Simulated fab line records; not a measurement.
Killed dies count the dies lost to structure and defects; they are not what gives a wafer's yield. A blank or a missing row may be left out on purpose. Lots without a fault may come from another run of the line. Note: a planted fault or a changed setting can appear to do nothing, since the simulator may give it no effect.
What tool caused it? / flow rit-cmos / 14 lots, 42 wafers sampled, at 1 step of a route of 202

## WHAT EACH GAUGE READ, for each wafer
The record lacks any reading of a measuring or inspecting step that a usual standard deviation could be used to judge.

## WHAT TOOL EACH LOT RAN ON (gives the tool, then ch and the chambers of the sampled wafers, and finally the start)
lot=L292; RIT_PSD_DEVELOP_05=litho-track-03 ch 0, day 2 23:00
lot=L293; RIT_PSD_DEVELOP_05=litho-track-01 ch 0, day 3 05:00
lot=L295; RIT_PSD_DEVELOP_05=litho-track-01 ch 0, day 3 16:00
lot=L296; RIT_PSD_DEVELOP_05=litho-track-01 ch 0, day 3 23:00
lot=L299; RIT_PSD_DEVELOP_05=litho-track-01 ch 0, day 4 12:00
lot=L300; RIT_PSD_DEVELOP_05=litho-track-01 ch 0, day 4 17:00
lot=L301; RIT_PSD_DEVELOP_05=litho-track-04 ch 0, day 4 23:00
lot=L304; RIT_PSD_DEVELOP_05=litho-track-04 ch 0, day 5 15:00
lot=L305; RIT_PSD_DEVELOP_05=litho-track-01, day 5 20:00
lot=L306; RIT_PSD_DEVELOP_05=litho-track-03, day 5 23:00
lot=L307; RIT_PSD_DEVELOP_05=litho-track-01 ch 0, day 6 06:00
lot=L313; RIT_PSD_DEVELOP_05=litho-track-01 ch 0, day 7 18:00
lot=L314; RIT_PSD_DEVELOP_05=litho-track-01 ch 0, day 8 02:00
lot=L315; RIT_PSD_DEVELOP_05=litho-track-01 ch 0, day 8 07:00
- RIT_PSD_DEVELOP_05: develop time 50 s.

## WHAT THE TOOLS THEMSELVES READ (means of the sampled wafers that have a number; where no wafer has one, the mark that the record gives instead)
RIT_PSD_DEVELOP_05. Usual: chill-plate-temp-C 22.98 C, standard deviation 0.097; exhaust-pa 45.2 Pa, standard deviation 0.99; resist-line-temp-C 22.99 C, standard deviation 0.098.
lot=L292; tool=litho-track-03; chill-plate-temp-C (C)=23.11; exhaust-pa (Pa)=44.9; resist-line-temp-C (C)=22.96; flag=
lot=L293; tool=litho-track-01; chill-plate-temp-C (C)=22.98; exhaust-pa (Pa)=45.3; resist-line-temp-C (C)=22.92; flag=
lot=L295; tool=litho-track-01; chill-plate-temp-C (C)=22.95; exhaust-pa (Pa)=45.3; resist-line-temp-C (C)=23.08; flag=
lot=L296; tool=litho-track-01; chill-plate-temp-C (C)=22.98; exhaust-pa (Pa)=45.2; resist-line-temp-C (C)=23.01; flag=
lot=L299; tool=litho-track-01; chill-plate-temp-C (C)=22.91; exhaust-pa (Pa)=45.2; resist-line-temp-C (C)=22.86; flag=
lot=L300; tool=litho-track-01; chill-plate-temp-C (C)=22.92; exhaust-pa (Pa)=45.0; resist-line-temp-C (C)=22.96; flag=
lot=L301; tool=litho-track-04; chill-plate-temp-C (C)=23.14; exhaust-pa (Pa)=45.0; resist-line-temp-C (C)=23.08; flag=
lot=L304; tool=litho-track-04; chill-plate-temp-C (C)=23.13; exhaust-pa (Pa)=44.7; resist-line-temp-C (C)=23.04; flag=
lot=L305; tool=litho-track-01; chill-plate-temp-C (C)=-; exhaust-pa (Pa)=-; resist-line-temp-C (C)=-; flag=OFF
lot=L306; tool=litho-track-03; chill-plate-temp-C (C)=-; exhaust-pa (Pa)=-; resist-line-temp-C (C)=-; flag=OFF
lot=L307; tool=litho-track-01; chill-plate-temp-C (C)=22.87; exhaust-pa (Pa)=43.7; resist-line-temp-C (C)=22.96; flag=
lot=L313; tool=litho-track-01; chill-plate-temp-C (C)=22.93; exhaust-pa (Pa)=45.5; resist-line-temp-C (C)=22.98; flag=
lot=L314; tool=litho-track-01; chill-plate-temp-C (C)=22.94; exhaust-pa (Pa)=44.9; resist-line-temp-C (C)=23.00; flag=
lot=L315; tool=litho-track-01; chill-plate-temp-C (C)=22.96; exhaust-pa (Pa)=46.0; resist-line-temp-C (C)=23.03; flag=

## THE ANSWER, worked out from the rows above alone
Rule: a lot is off if the mean of its wafers that have a number lies more than 3 standard deviations from the usual mean. A lot without any number at a reading at which 4 lots or more have one is off too. All remaining lots with rows at the step are treated as sound. After the gauges, taken in route order, come the tools' own readings; for these a lot's mean is taken, as printed above. At the first step where some lot is off, the reading lying furthest off is the one used; lots without a number count as furthest.
Off at RIT_PSD_DEVELOP_05 (chill-plate-temp-C): L305, L306. Without a number there: L305, L306.
A tool fits if, at that step or a process step before it, it ran every lot that is off, and no sound lot after the first of them. Not one of the candidates tried fits.

## WHAT THE SIMULATOR HAD PUT IN
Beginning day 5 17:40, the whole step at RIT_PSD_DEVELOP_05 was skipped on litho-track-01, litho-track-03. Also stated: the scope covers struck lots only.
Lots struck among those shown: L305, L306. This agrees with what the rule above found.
